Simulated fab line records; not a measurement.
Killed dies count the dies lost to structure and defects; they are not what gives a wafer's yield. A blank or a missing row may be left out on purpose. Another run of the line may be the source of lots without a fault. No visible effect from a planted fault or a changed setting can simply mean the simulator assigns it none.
fab line records -- flow rit-cmos
record: lots: 5, wafers: 23
route steps=202 shown M1@196
start-h: hours from the record's opening day to when the first of the lot's shown wafers began -- wait-h: how many hours have passed since the lot's step before this one -- " unchanged from the row above -- L1.1+2: one row covering several wafers at once -- - value missing, or start not given -- * or withheld: withheld -- < > ~ a bound
route shown NAME@n: a module of which the file shows steps, and the number in the route of the first -- usual: average and standard deviation across the fault-free wafers -- same: alike in all rows -- chamber/n: place in a boat -- sites: the reading at each site -- _std_site: their standard deviation -- _edge_site: the outer-site mean with the inner-site mean subtracted -- radius-mm: how far each site lies from the wafer's centre -- mask NAME#n: copy n -- behind: tool/chamber where the wafer was last shaped -- hold: the reason the lot was held/the length of the hold in hours/how it ended -- device: transistor that didn't switch, given as n, p or np -- end of line: the tests these same wafers got at the end of their route -- a step without rows: its recipe alone -- killed: at the first sort, the dies lost to defects and structure; wafer yield is something else -- map: a wafer's dies, marking killed ones x, the rest . and places with no die _
set.NAME: the setting as run; set.NAME@STEP: as run at that earlier step -- model.NAME: the simulator's own value behind a step, which no gauge read
lots whose settings were changed on purpose; a table a step, a row a wafer
== steps ==
step: RIT_M1_METAL_ETCH_12
recipe: stop-on: SiO2, chemistry: Cl2/BCl3, target: Al, time-s: 165, over-etch-frac: 0.5, pressure-mtorr: 100, target-depth-a: 6000, rf-w: 250, Cl2_flow_sccm: 60, bcl3-flow-sccm: 50
lot.wafer,tool,chamber,start-h,wait-h,set.rf-w,set.time-s@CONTACT_CVD_00,set.resist-thk-nm@M1_COAT_04,set.dose-mj@M1_EXPOSE_06,model.SiO2_of_CONTACT_CVD_00.thk-nm,model.M1.cd-nm,model.NOVOLAK_of_M1_COAT_04.thk-nm
L075.1,rie-metal-02,1,64.94,0.2,225.7,61,1300,250,365.9,2604,851.2
L075.2,rie-metal-02,0,64.94,0.2,250,61,1300,250,360.6,2602,826.7
L075.3,rie-metal-02,0,64.94,0.2,250,61,1300,250,364.8,2602,822.9
L075.4,rie-metal-02,1,64.94,0.2,250,61,1300,250,358.1,2600,819.8
L075.5,rie-metal-02,1,64.94,0.2,225.7,61,1300,250,377.2,2608,850.8
L076.1,rie-metal-04,0,70.02,0.2,232.3,61,1300,250,363.9,2604,813.7
L076.2,rie-metal-04,1,70.02,0.2,250,61,1300,250,353.4,2600,794.3
L076.3,rie-metal-04,0,70.02,0.2,250,63.68,1300,232.3,375.3,2620,790
L076.4,rie-metal-04,1,70.02,0.2,250,63.68,1300,232.3,376.5,2622,796.1
L076.6,rie-metal-04,1,70.02,0.2,232.3,61,1300,232.3,362.8,2624,817.2
L078.1,rie-metal-03,1,77.14,0.2,250,61,1300,260.6,375.3,2590,820.4
L078.2,rie-metal-03,0,77.14,0.2,263.5,61,1300,260.6,352.8,2582,792
L078.3,rie-metal-03,0,77.14,0.2,263.5,57.62,1300,250,337.3,2595,791.8
L078.4,rie-metal-03,1,77.14,0.2,250,57.62,1342,250,343.6,2605,852.9
L078.6,rie-metal-03,0,77.14,0.2,250,57.62,1342,260.6,346.2,2587,850
L079.1,rie-metal-04,0,86.38,0.2,278,54.87,1263,250,319.9,2593,726.2
L079.2,rie-metal-04,1,86.38,0.2,250,61,1263,238.5,366,2609,772.2
L079.3,rie-metal-04,1,86.38,0.2,278,61,1300,250,355.3,2591,766.6
L079.4,rie-metal-04,0,86.38,0.2,278,54.87,1300,238.5,325.3,2608,757.5
L079.6,rie-metal-04,1,86.38,0.2,250,61,1300,250,372.9,2601,811.2
L082.1,rie-metal-04,1,98.83,0.2,250,61,1300,250,359.1,2599,805.9
L082.2,rie-metal-04,0,98.83,0.2,250,61,1300,250,359.1,2599,798.3
L082.3,rie-metal-04,1,98.83,0.2,250,61,1300,250,357.5,2600,809.7
step: RIT_M1_STRIP_13
recipe: chemistry: nmp, resist: NOVOLAK, temp-c: 80, time-s: 600, dry: n2-spin
step: RIT_M1_STRIP_14
recipe: chemistry: O2, time-s: 180, platen-temp-c: withheld, power-w: 500, pressure-mtorr: 4000, o2-flow-sccm: 4000
step: RIT_M1_CD_MEAS_90
recipe: target-cd-nm: 2600
usual: cd-nm: 2599.5/2.5
lot.wafer,tool,chamber,start-h,wait-h,set.dose-mj@M1_EXPOSE_06,cd-nm
L075.1,cd-sem-01,-,65.45,0.1,250,2603.6
L075.2,cd-sem-01,-,65.45,0.1,250,2602.0
L075.3,cd-sem-01,-,65.45,0.1,250,2601.9
L075.4,cd-sem-01,-,65.45,0.1,250,2600.1
L075.5,cd-sem-01,-,65.45,0.1,250,2607.3
L076.1,cd-sem-01,-,70.54,0.1,250,2603.5
L076.2,cd-sem-01,-,70.54,0.1,250,2600.1
L076.3,cd-sem-01,-,70.54,0.1,232.3,2619.6
L076.4,cd-sem-01,-,70.54,0.1,232.3,2621.9
L076.6,cd-sem-01,-,70.54,0.1,232.3,2623.8
L078.1,cd-sem-01,-,77.65,0.1,260.6,2590.2
L078.2,cd-sem-01,-,77.65,0.1,260.6,2581.8
L078.3,cd-sem-01,-,77.65,0.1,250,2594.9
L078.4,cd-sem-01,-,77.65,0.1,250,2605.0
L078.6,cd-sem-01,-,77.65,0.1,260.6,2587.7
L079.1,cd-sem-01,-,86.89,0.1,250,2592.8
L079.2,cd-sem-01,-,86.89,0.1,238.5,2609.4
L079.3,cd-sem-01,-,86.89,0.1,250,2591.1
L079.4,cd-sem-01,-,86.89,0.1,238.5,2608.3
L079.6,cd-sem-01,-,86.89,0.1,250,2600.6
L082.1,cd-sem-01,-,99.52,0.1,250,2598.6
L082.2,cd-sem-01,-,99.52,0.1,250,2599.1
L082.3,cd-sem-01,-,99.52,0.1,250,2599.7
step: RIT_M1_ANNEAL_15
recipe: temp-c: 450, time-s: 1800, ambient: forming_gas_H2N2
step: RIT_M1_PROBE_99
usual: killed-at-contacts: 0.1/0.37, killed-at-front-end: 6.5/2.8, killed-dies: 6.6/2.7, killed-open: 3.0/1.9, killed-short: 3.5/1.9
same: gross-dies: 264, killed_at_M0_to_M3: 0, killed_at_M4_up: 0, killed-at-back-side: 0, killed-at-other: 0
lot.wafer,tool,chamber,start-h,wait-h,set.develop-time-s@GATE_DEVELOP_15,set.time-s@SPACER_ETCHBACK_05,killed-at-contacts,killed-at-front-end,killed-dies,killed-open,killed-short,model.etest.pmos-turned.r-on-ohm-um,model.etest.pmos_0p15.r-on-ohm-um,model.etest.pmos_0p3.r-on-ohm-um,model.etest.pplus-sal.width-nm,model.etest.nplus-sal.width-nm,model.etest.nmos_0p3.r-on-ohm-um
L075.1,prober-02,-,67.19,0.1,50,213.6,0,7,7,4,3,3371,2727,6090,3377,3391,2093
L075.2,prober-02,-,67.24,0.1,57.16,213.6,1,5,6,2,4,3057,2383,5833,3389,3373,1984
L075.3,prober-02,-,67.29,0.2,50,240,0,4,4,3,1,3435,2752,6173,3464,3466,2142
L075.4,prober-02,-,67.34,0.2,57.16,213.6,0,14,14,6,8,3068,2441,5825,3355,3371,1977
L075.5,prober-02,-,67.39,0.2,50,240,0,10,10,2,8,3664,3035,6384,3470,3452,2214
L076.1,prober-01,-,72.52,0.1,50,222.1,2,2,4,1,1,3368,2677,5998,3415,3412,2015
L076.2,prober-01,-,72.57,0.1,43.06,240,0,51,51,2,5,4010,3357,6690,3451,3468,2242
L076.3,prober-01,-,72.62,0.2,43.06,240,0,50,50,1,4,3826,3197,6479,3455,3475,2191
L076.4,prober-01,-,72.67,0.2,43.06,222.1,1,8,9,2,4,3797,3086,6579,3400,3387,2184
L076.6,prober-01,-,72.77,0.2,50,240,0,7,7,4,3,3083,2441,5833,3440,3468,2004
L078.1,prober-01,-,79.39,0.1,47.07,252.9,0,9,9,5,4,3904,3201,6673,3494,3511,2317
L078.2,prober-01,-,79.44,0.1,50,252.9,0,8,8,8,0,3598,2876,6384,3471,3470,2205
L078.3,prober-01,-,79.49,0.2,47.07,240,0,6,6,4,2,3773,3064,6655,3463,3455,2219
L078.4,prober-01,-,79.54,0.2,50,240,0,8,8,3,5,3443,2787,6342,3490,3477,2170
L078.6,prober-01,-,79.64,0.2,47.07,252.9,0,4,4,1,3,3869,3173,6652,3496,3518,2308
L079.1,prober-02,-,88.63,0.1,50,240,0,7,7,3,4,3524,2824,6465,3480,3487,2204
L079.2,prober-02,-,88.68,0.1,50,240,0,9,9,2,7,3509,2850,6394,3476,3492,2176
L079.3,prober-02,-,88.73,0.2,50,240,0,5,5,1,3,3631,2955,6524,3489,3481,2244
L079.4,prober-02,-,88.78,0.2,50,240,0,6,6,2,4,3442,2809,6414,3451,3465,2205
L079.6,prober-02,-,88.88,0.2,50,240,0,4,4,2,2,3708,3040,6599,3495,3494,2261
L082.1,prober-01,-,101.26,0.1,50,240,0,9,9,4,5,3470,2777,6281,3424,3460,2161
L082.2,prober-01,-,101.31,0.1,50,240,0,9,9,3,6,3590,2906,6360,3447,3467,2207
L082.3,prober-01,-,101.36,0.2,50,240,0,9,9,3,6,3479,2791,6356,3444,3461,2166
killed by level:class
L075.1 GATE:geometric-particle:short=2 FOX1:geometric-particle:open=1 FOX2:geometric-particle:open=1 REOX:geometric-particle:open=1 SILICIDE:geometric-particle:short=1 SILICIDE:geometric-particle:open=1
L075.2 GATE:geometric-particle:short=2 FOX2:geometric-particle:short=1 GATE:geometric-particle:open=1 SPACER:geometric-particle:short=1 CONTACT:geometric-particle:open=1
L075.3 GATE:geometric-particle:open=2 FOX2:geometric-particle:open=1 REOX:geometric-particle:short=1
L075.4 GATE:geometric-particle:open=3 SILICIDE:geometric-particle:short=2 REOX:geometric-particle:open=2 REOX:geometric-particle:short=2 SPACER:geometric-particle:short=2 FOX2:geometric-particle:short=1 GATE:geometric-particle:short=1 SILICIDE:geometric-particle:open=1
L075.5 GATE:geometric-particle:short=4 GATE:geometric-particle:open=2 FOX1:geometric-particle:short=1 FOX2:geometric-particle:short=1 REOX:geometric-particle:short=1 SPACER:geometric-particle:short=1
L076.1 CONTACT:coat-microbubble-printed=2 GATE:geometric-particle:open=1 SPACER:geometric-particle:short=1
L076.2 GATE:area-develop=44 GATE:geometric-particle:short=3 GATE:geometric-particle:open=1 REOX:geometric-particle:short=1 REOX:geometric-particle:open=1 SPACER:geometric-particle:short=1
L076.3 GATE:area-develop=45 GATE:geometric-particle:short=2 FOX1:geometric-particle:short=1 GATE:geometric-particle:open=1 SPACER:geometric-particle:short=1
L076.4 GATE:area-develop=2 FOX1:geometric-particle:short=1 FOX1:geometric-particle:open=1 FOX2:geometric-particle:short=1 GATE:geometric-particle:open=1 GATE:geometric-particle:short=1 SPACER:geometric-particle:short=1 CONTACT:coat-microbubble-printed=1
L076.6 SPACER:geometric-particle:open=2 SPACER:geometric-particle:short=2 FOX1:geometric-particle:short=1 GATE:geometric-particle:open=1 SILICIDE:geometric-particle:open=1
L078.1 GATE:geometric-particle:short=2 REOX:geometric-particle:open=2 FOX2:geometric-particle:short=1 GATE:geometric-particle:open=1 SPACER:geometric-particle:short=1 SPACER:geometric-particle:open=1 SILICIDE:geometric-particle:open=1
L078.2 FOX1:geometric-particle:open=2 GATE:geometric-particle:open=2 SILICIDE:geometric-particle:open=2 REOX:geometric-particle:open=1 SPACER:geometric-particle:open=1
L078.3 FOX2:geometric-particle:open=3 FOX1:geometric-particle:open=1 GATE:geometric-particle:short=1 SILICIDE:geometric-particle:short=1
L078.4 REOX:geometric-particle:short=3 SILICIDE:geometric-particle:open=2 GATE:geometric-particle:short=1 REOX:geometric-particle:open=1 SPACER:geometric-particle:short=1
L078.6 GATE:geometric-particle:short=2 SPACER:geometric-particle:open=1 SPACER:geometric-particle:short=1
L079.1 GATE:geometric-particle:short=2 FOX1:geometric-particle:open=1 FOX1:geometric-particle:short=1 REOX:geometric-particle:open=1 REOX:geometric-particle:short=1 SILICIDE:geometric-particle:open=1
L079.2 FOX1:geometric-particle:short=2 GATE:geometric-particle:short=2 GATE:geometric-particle:open=1 FOX2:geometric-particle:short=1 REOX:geometric-particle:open=1 REOX:geometric-particle:short=1 SPACER:geometric-particle:short=1
L079.3 FOX1:geometric-particle:short=1 GATE:geometric-particle:open=1 REOX:geometric-particle:short=1 SILICIDE:geometric-particle:short=1 PSD:coat-microbubble-printed=1
L079.4 REOX:geometric-particle:short=2 FOX1:geometric-particle:short=1 FOX1:geometric-particle:open=1 GATE:geometric-particle:short=1 REOX:geometric-particle:open=1
L079.6 FOX1:geometric-particle:open=2 FOX1:geometric-particle:short=1 GATE:geometric-particle:short=1
L082.1 GATE:geometric-particle:open=3 FOX2:geometric-particle:short=2 GATE:geometric-particle:short=2 REOX:geometric-particle:short=1 SPACER:geometric-particle:open=1
L082.2 GATE:geometric-particle:open=2 GATE:geometric-particle:short=2 SILICIDE:geometric-particle:short=2 FOX1:geometric-particle:short=1 FOX1:geometric-particle:open=1 FOX2:geometric-particle:short=1
L082.3 GATE:geometric-particle:short=4 GATE:geometric-particle:open=3 FOX2:geometric-particle:short=1 REOX:geometric-particle:short=1
== key ==
split: step: RIT_M1_METAL_ETCH_12, setting: rf-w, stated: 250, by: wafer
response: step: RIT_M1_METAL_ETCH_12, reading: model.NOVOLAK_of_M1_COAT_04.thk-nm, slope: -3.62, per: 1%, together-with: resist-thk-nm@M1_COAT_04, explained: 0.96
split outside-this-file step=RIT_GATE_DEVELOP_15 setting=develop-time-s
split outside-this-file step=RIT_SPACER_ETCHBACK_05 setting=time-s
split outside-this-file step=RIT_CONTACT_CVD_00 setting=time-s
split outside-this-file step=RIT_M1_COAT_04 setting=resist-thk-nm
split outside-this-file step=RIT_M1_EXPOSE_06 setting=dose-mj
split outside-this-file: this setting was split too, and the file shows its column; the key of that split is in another file
